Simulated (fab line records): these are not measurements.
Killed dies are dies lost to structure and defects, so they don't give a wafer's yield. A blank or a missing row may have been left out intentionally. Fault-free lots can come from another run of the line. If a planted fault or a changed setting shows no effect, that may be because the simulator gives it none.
fab line records	flow berkeley_cmos170
record: lots: 6	wafers: 18	last_day: 13
route steps=331 shown ZERO@9 NWELL@14
lots untouched by any fault: they come from a run of this same line in which no faults occurred
start_h: hours from the record's first day to the start of the lot's first wafer shown	wait_h: hours from the lot's prior step to this one	" as in the row above	L1.1+2: several wafers, shown together as one row	- no value, or no start given	* or withheld: withheld	< > ~ a bound
route shown NAME@n: names a module that has steps shown in the file, with the first one's number in the route	usual: mean/standard deviation taken from wafers without a fault	same: alike in all rows	chamber/n: place in a boat	sites: readings site by site	_std_site: the standard deviation of these	_edge_site: inner sites' mean taken away from outer sites' mean	radius_mm: how far each site lies from the wafer's centre	mask NAME#n: copy n	behind: tool/chamber where the wafer was last shaped	hold: reason for holding the lot/hours on hold/outcome of the hold	device: the transistor (n, p or np) that didn't switch	end of line: at the end of the route, the tests of the same wafers	step lacking rows: just its recipe	killed: dies lost to structure and defects at the first sort, not the wafer's yield	map: per-die view of a wafer (x killed, . not killed, _ where there is no die)
set.NAME: the setting as run; set.NAME@STEP: as run at that earlier step	model.NAME: the simulator's own value behind a step, which no gauge read
lots seen at some steps along the route; tables by step, rows by wafer
services: when a tool's chamber went out of use (start_h, in hours from the record's first day, below 0 if earlier), for how many hours, and the reason
== steps ==
step: UCB170_ZERO_EXPOSE_03
recipe: mask_id: PM_MARKS	na: 0.5	sigma_outer: 0.6	source_shape: conventional	target_cd_nm: 4000	dose_mj: 30
step: UCB170_ZERO_PEB_04
recipe: peb_temp_c: 130	peb_time_s: withheld	resist: KrF
step: UCB170_ZERO_DEVELOP_05
recipe: developer: TMAH	develop_time_s: 45	resist: KrF	dev_temp_c: 21
step: UCB170_ZERO_ETCH_06
recipe: chemistry: CHF3/CF4/Ar	target: SiO2	time_s: 12	pressure_mtorr: 100	rf_w: 500	CHF3_flow_sccm: 50	cf4_flow_sccm: 10	Ar_flow_sccm: 120	over_etch_frac: 1.58
usual: CHF3_flow_sccm: 50.00/0.15	drypump_motor_current_A: 5.8/0.32	oes_product_au: 0.618/0.0085	rf_fwd_power_W: 490.8/2.7	throttle_valve_pct: 9.27/0.16
same: time_s: 12
lot.wafer	tool	chamber	start_h	wait_h	CHF3_flow_sccm	drypump_motor_current_A	oes_product_au	rf_fwd_power_W	rf_hours_counter_h	throttle_valve_pct
L206.1	rie_diel-01	1	25.54	-	49.77	5.8	0.607	490.9	12	9.42
L206.2	"	0	"	"	50.18	6.1	0.608	492.4	105	9.23
L206.4	"	2	"	"	49.73	5.7	0.609	486.2	137	9.37
L208.3	rie_diel-01	1	37.85	-	49.96	5.8	0.615	489.1	13	9.42
L208.5	"	1	"	"	49.87	5.8	0.615	490.1	-	9.43
L208.6	"	2	"	"	49.82	5.8	0.618	487.4	-	9.35
L212.1	rie_diel-02	3	53.22	-	50.19	5.4	0.587	491.2	168	9.49
L212.4	"	1	"	"	50.03	5.8	0.613	496.3	96	8.99
L212.6	"	3	"	"	49.81	5.4	0.600	490.6	-	9.50
L216.1	rie_diel-01	2	76.86	-	49.92	5.7	0.611	486.2	139	9.38
L216.2	"	1	"	"	49.98	5.8	0.600	490.4	15	9.44
L216.4	"	3	"	"	49.74	5.5	0.622	493.4	12	9.23
L225.3	rie_diel-03	1	121.47	-	49.84	5.7	0.617	489.4	119	9.26
L225.4	"	3	"	"	49.88	5.8	0.629	490.9	107	9.34
L225.5	"	0	"	"	50.11	6.4	0.613	492.3	-	9.42
L228.2	rie_diel-03	1	138.32	-	50.04	5.7	0.618	494.2	120	9.26
L228.5	"	2	"	"	50.28	6.2	0.615	488.0	-	8.95
L228.6	"	1	"	"	49.79	5.7	0.611	492.6	-	9.27
step: UCB170_ZERO_STRIP_07
recipe: chemistry: O2	power_w: 400	pressure_mtorr: 3500	platen_temp_c: withheld	o2_flow_sccm: 400	overash_fraction: 0.5
usual: drypump_motor_current_A: 5.4/0.33	oes_product_au: 0.728/0.005	strip_time_to_endpoint_s: 21.49/0.06
lot.wafer	tool	chamber	start_h	wait_h	drypump_motor_current_A	oes_product_au	rf_hours_counter_h	strip_time_to_endpoint_s
L206.1	plasma_asher-01	1	25.56	0.0	5.5	0.725	29	21.54
L206.2	"	0	"	"	4.9	0.726	29	21.53
L206.4	"	1	"	"	5.5	0.728	-	21.48
L208.3	plasma_asher-03	1	37.91	0.0	5.6	0.728	-	21.47
L208.5	"	0	"	"	5.8	0.731	-	21.48
L208.6	"	1	"	"	5.5	0.742	-	21.47
L212.1	plasma_asher-03	0	53.25	0.0	5.8	0.732	33	21.64
L212.4	"	0	"	"	5.8	0.734	-	21.55
L212.6	"	1	"	"	5.6	0.725	-	21.57
L216.1	plasma_asher-04	1	76.88	0.0	5.4	0.724	34	21.53
L216.2	"	0	"	"	5.8	0.722	34	21.46
L216.4	"	0	"	"	5.7	0.715	-	21.45
L225.3	plasma_asher-01	1	121.52	0.0	5.5	0.735	-	21.43
L225.4	"	0	"	"	4.9	0.722	-	21.40
L225.5	"	1	"	"	5.6	0.727	-	21.41
L228.2	plasma_asher-04	1	138.34	0.0	5.4	0.726	41	21.54
L228.5	"	1	"	"	5.3	0.727	-	21.54
L228.6	"	0	"	"	5.7	0.733	-	21.53
step: UCB170_NWELL_WET_ETCH_00
recipe: chemistry: dHF	dilution: 25:1	target: SiO2	temp_c: 25	time_s: 200
step: UCB170_NWELL_OXIDATION_01
recipe: temp_c: 1000	ambient: O2	target_thk_a: 264	ox_time_s: 1260
step: UCB170_NWELL_THK_MEAS_02
recipe: reads: SiO2_of_NWELL_OXIDATION_01
usual: NWELL_OXIDE_THK: 26.3/0.48
lot.wafer	tool	chamber	start_h	wait_h	NWELL_OXIDE_THK[nm]
L206.1	film_metro-01	-	31.80	0.0	26.6
L206.2	"	-	"	"	27.0
L206.4	"	-	"	"	26.8
L208.3	film_metro-01	-	43.55	0.0	26.1
L208.5	"	-	"	"	26.0
L208.6	"	-	"	"	25.6
L212.1	film_metro-01	-	57.18	0.0	26.3
L212.4	"	-	"	"	25.8
L212.6	"	-	"	"	25.7
L216.1	film_metro-02	-	79.88	0.0	27.4
L216.2	"	-	"	"	26.9
L216.4	"	-	"	"	26.9
L225.3	film_metro-02	-	127.49	0.0	26.4
L225.4	"	-	"	"	26.8
L225.5	"	-	"	"	26.7
L228.2	film_metro-04	-	149.03	0.0	26.4
L228.5	"	-	"	"	26.4
L228.6	"	-	"	"	26.5
step: UCB170_NWELL_ANNEAL_03
recipe: temp_c: 1000	time_s: 900	ambient: N2
step: UCB170_NWELL_CVD_04
recipe: material: Si3N4	target_thk_nm: 224	temp_c: 800	precursor: SiH2Cl2/NH3	time_s: 3360	pressure_mtorr: 200	sih2cl2_flow_sccm: 25	nh3_flow_sccm: 75
step: UCB170_NWELL_THK_MEAS_05
recipe: reads: Si3N4_of_NWELL_CVD_04
usual: NWELL_NITRIDE_THK: 224.3/2
lot.wafer	tool	chamber	start_h	wait_h	NWELL_NITRIDE_THK[nm]
L206.1	film_metro-02	-	38.80	0.0	225.3
L206.2	"	-	"	"	223.2
L206.4	"	-	"	"	225.8
L208.3	film_metro-02	-	51.58	0.0	224.2
L208.5	"	-	"	"	223.2
L208.6	"	-	"	"	226.3
L212.1	film_metro-01	-	66.28	0.0	224.5
L212.4	"	-	"	"	222.8
L212.6	"	-	"	"	224.5
L216.1	film_metro-01	-	84.41	0.0	224.5
L216.2	"	-	"	"	222.4
L216.4	"	-	"	"	222.7
L225.3	film_metro-01	-	137.55	0.0	222.2
L225.4	"	-	"	"	223.3
L225.5	"	-	"	"	224.1
L228.2	film_metro-02	-	157.87	0.0	227.3
L228.5	"	-	"	"	225.9
L228.6	"	-	"	"	227.3
step: UCB170_NWELL_HMDS_06
recipe: prime_time_s: 60	prime_temp_c: 100
step: UCB170_NWELL_COAT_07
recipe: resist: KrF	spin_rpm: 1500	resist_thk_nm: 900
usual: dispense_pressure_kPa: 53.5/1.1
lot.wafer	tool	chamber	start_h	wait_h	dispense_pressure_kPa	model.KrF_of_NWELL_COAT_07.thk_nm
L206.1	litho_track-03	0	39.08	0.1	54.2	900.3
L206.2	"	0	"	"	54.2	899.6
L206.4	"	0	"	"	54.3	898.5
L208.3	litho_track-02	0	51.82	0.1	54.4	897.6
L208.5	"	0	"	"	54.3	897.8
L208.6	"	0	"	"	54.4	898.7
L212.1	litho_track-03	0	66.49	0.1	54.2	874.5
L212.4	"	0	"	"	54.2	877.8
L212.6	"	0	"	"	54.2	876.7
L216.1	litho_track-03	0	84.62	0.1	54.2	867.3
L216.2	"	0	"	"	54.2	871.4
L216.4	"	0	"	"	54.3	870.3
L225.3	litho_track-02	0	138.07	0.1	54.4	902.4
L225.4	"	0	"	"	54.3	901.8
L225.5	"	0	"	"	54.4	902.2
L228.2	litho_track-02	0	158.09	0.1	54.4	900.9
L228.5	"	0	"	"	54.3	903.8
L228.6	"	0	"	"	54.4	904.4
step: UCB170_NWELL_SOFTBAKE_08
recipe: resist: KrF	temp_c: 130	time_s: 60
step: UCB170_NWELL_EXPOSE_09
recipe: mask_id: NWELL	target_cd_nm: 3000	na: 0.5	sigma_outer: 0.6	source_shape: conventional	dose_mj: 25
step: UCB170_NWELL_PEB_10
recipe: peb_temp_c: 130	peb_time_s: withheld	resist: KrF
step: UCB170_NWELL_DEVELOP_11
recipe: developer: TMAH	develop_time_s: 45	resist: KrF	dev_temp_c: 21
step: UCB170_NWELL_OVL_MEAS_12
usual: NWELL_OVL: -5/4.7
lot.wafer	tool	chamber	start_h	wait_h	NWELL_OVL[nm]
L206.1	overlay-02	-	40.10	-	-6
L206.2	"	-	"	"	1
L206.4	"	-	"	"	-2
L208.3	overlay-01	-	52.81	-	-4
L208.5	"	-	"	"	-6
L208.6	"	-	"	"	-6
L212.1	overlay-02	-	67.66	-	0
L212.4	"	-	"	"	1
L212.6	"	-	"	"	1
L216.1	overlay-01	-	85.55	-	1
L216.2	"	-	"	"	0
L216.4	"	-	"	"	1
L225.3	overlay-02	-	138.75	-	-9
L225.4	"	-	"	"	-5
L225.5	"	-	"	"	0
L228.2	overlay-01	-	158.93	-	-2
L228.5	"	-	"	"	-5
L228.6	"	-	"	"	-2
step: UCB170_NWELL_ETCH_13
recipe: chemistry: CH3F/Ar/O2	target: Si3N4	stop_on: SiO2	CH3F_flow_sccm: 20	Ar_flow_sccm: 50	O2_flow_sccm: 7	pressure_mtorr: 50	rf_w: 450	target_depth_a: 2464	over_etch_frac: 0.1	time_s: 154
usual: drypump_motor_current_A: 5.8/0.32	oes_product_au: 0.943/0.012	rf_fwd_power_W: 448.0/1.6	throttle_valve_pct: 8.02/0.17
same: time_s: 154
lot.wafer	tool	chamber	start_h	wait_h	drypump_motor_current_A	oes_product_au	rf_fwd_power_W	rf_hours_counter_h	throttle_valve_pct	model.KrF_of_NWELL_COAT_07.thk_nm
L206.1	rie_diel-04	1	40.14	0.0	5.8	0.946	453.4	22	8.05	726
L206.2	"	0	"	"	5.9	0.917	447.3	18	7.81	723.6
L206.4	"	2	"	"	5.4	0.958	448.3	92	7.93	721
L208.3	rie_diel-04	1	52.84	0.0	5.7	0.939	447.5	22	8.04	721.5
L208.5	"	2	"	"	5.4	0.955	448.4	-	7.93	719.1
L208.6	"	1	"	"	5.8	0.941	448.8	-	8.05	725.3
L212.1	rie_diel-03	1	67.70	0.0	5.7	0.936	446.0	116	8.10	691.7
L212.4	"	3	"	"	5.8	0.949	445.1	104	8.17	704.9
L212.6	"	0	"	"	6.4	0.945	447.1	-	8.26	702.4
L216.1	rie_diel-02	2	85.59	0.0	5.6	0.936	450.1	33	7.93	685.8
L216.2	"	3	"	"	5.4	0.965	448.8	0	8.28	697.3
L216.4	"	1	"	"	5.8	0.929	449.3	98	7.81	689.2
L225.3	rie_diel-03	1	138.77	0.0	5.7	0.940	445.6	120	8.10	716.4
L225.4	"	2	"	"	6.2	0.944	446.4	108	7.81	729.5
L225.5	"	2	"	"	6.2	0.951	445.3	-	7.78	729.6
L228.2	rie_diel-03	0	158.96	0.0	6.4	0.940	447.4	111	8.26	719.3
L228.5	"	0	"	"	6.4	0.948	446.8	-	8.25	724.8
L228.6	"	2	"	"	6.2	0.953	446.2	-	7.79	730
step: UCB170_NWELL_IMPLANT_14
recipe: species: P	dose_cm2: 1e+13	energy_kev: 150	tilt_deg: 7
step: UCB170_NWELL_STRIP_15
recipe: chemistry: O2	power_w: 400	pressure_mtorr: 3500	platen_temp_c: withheld	o2_flow_sccm: 400	overash_fraction: 0.5
usual: drypump_motor_current_A: 5.5/0.44	oes_product_au: 0.721/0.0046	strip_time_to_endpoint_s: 18.04/0.1
lot.wafer	tool	chamber	start_h	wait_h	drypump_motor_current_A	oes_product_au	rf_hours_counter_h	strip_time_to_endpoint_s
L206.1	plasma_asher-01	1	40.39	0.1	5.5	0.719	31	18.13
L206.2	"	0	"	"	4.8	0.714	31	18.05
L206.4	"	0	"	"	4.8	0.725	-	17.99
L208.3	plasma_asher-02	1	53.12	0.1	6.1	0.722	-	18.02
L208.5	"	1	"	"	6.1	0.731	-	17.97
L208.6	"	0	"	"	5.7	0.719	-	18.10
L212.1	plasma_asher-03	0	67.95	0.1	5.8	0.721	35	17.31
L212.4	"	0	"	"	5.8	0.722	-	17.61
L212.6	"	1	"	"	5.6	0.725	-	17.56
L216.1	plasma_asher-01	1	85.84	0.1	5.6	0.721	35	17.17
L216.2	"	0	"	"	4.9	0.719	35	17.44
L216.4	"	1	"	"	5.5	0.725	-	17.23
L225.3	plasma_asher-01	0	139.06	0.1	4.9	0.722	-	17.89
L225.4	"	1	"	"	5.5	0.729	-	18.19
L225.5	"	1	"	"	5.5	0.723	-	18.20
L228.2	plasma_asher-01	0	159.21	0.1	4.9	0.721	44	17.95
L228.5	"	0	"	"	4.9	0.721	-	18.09
L228.6	"	1	"	"	5.6	0.715	-	18.22
step: UCB170_NWELL_TW_MEAS_16
usual: NWELL_TW: 1259/16
lot.wafer	tool	chamber	start_h	wait_h	NWELL_TW
L206.1	film_metro-02	-	40.49	0.1	1259
L206.2	"	-	"	"	1260
L206.4	"	-	"	"	1256
L208.3	film_metro-04	-	53.21	0.1	1248
L208.5	"	-	"	"	1251
L208.6	"	-	"	"	1250
L212.1	film_metro-04	-	68.05	0.1	1247
L212.4	"	-	"	"	1246
L212.6	"	-	"	"	1251
L216.1	film_metro-02	-	85.94	0.1	1244
L216.2	"	-	"	"	1249
L216.4	"	-	"	"	1252
L225.3	film_metro-02	-	139.14	0.1	1244
L225.4	"	-	"	"	1248
L225.5	"	-	"	"	1249
L228.2	film_metro-02	-	159.32	0.1	1245
L228.5	"	-	"	"	1241
L228.6	"	-	"	"	1240
== services ==
tool	chamber	start_h	hours	kind
rie_diel-02	-	19.16	1.4	repair
rie_diel-02	2	39.54	9.6	repair
rie_diel-04	1	46.77	2.3	repair
rie_diel-01	0	53.01	11.6	repair
rie_diel-02	3	58.69	-	clean
rie_diel-02	3	58.69	15.9	scheduled_down
rie_diel-02	3	58.69	15.9	vent_cycle
plasma_asher-03	-	74.18	4.5	repair
rie_diel-01	0	86.50	22.1	repair
rie_diel-02	2	96.82	5.8	repair
rie_diel-04	-	100.18	1.3	repair
plasma_asher-03	-	108.75	9.0	pm
plasma_asher-03	0	108.75	9.0	vent_cycle
plasma_asher-03	1	108.75	9.0	vent_cycle
plasma_asher-03	0	117.75	-	clean
plasma_asher-03	1	117.75	-	clean
rie_diel-02	2	119.55	8.2	repair
rie_diel-02	0	128.28	2.7	repair
plasma_asher-02	-	139.06	15.6	pm
rie_diel-03	1	153.53	7.9	repair
== key ==
first_sign: step: UCB170_NWELL_STRIP_15	reading: strip_time_to_endpoint_s	direction: down	sigmas: 6.3	usual: *	struck: *
effect none on later readings
model_effect: step: UCB170_NWELL_COAT_07	value: KrF_of_NWELL_COAT_07.thk_nm	without: 899.6	struck: 873
model_effect: step: UCB170_NWELL_ETCH_13	value: KrF_of_NWELL_COAT_07.thk_nm	without: 721.9	struck: 695.2
met_at UCB170_NWELL_COAT_07
struck_wafers L212.1,L212.4,L212.6,L216.1,L216.2,L216.4
sort_left_out L216.1,L216.2,L216.4
tester_left_out L212,L216
onset_between 39.08 66.49
fault: kind: process_parameter_drift	tool: litho_track-03	chamber: -	onset_h: 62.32	steps: UCB170_NWELL_COAT_07	channel: resist_thk_nm	offset: *	shape: step	end_h: 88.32	acts_in: *	stated: *
tester_left_out: of these lots the tester's yield and bins aren't shown, on N5 and GAA mostly nor the transistor test; their killed dies are dies lost to structure and defects alone, not to doping, threshold or leakage, so they don't give the yield
sort_left_out: the simulated sort isn't trusted on such a fault, so these wafers' sort isn't shown, and their yield isn't known
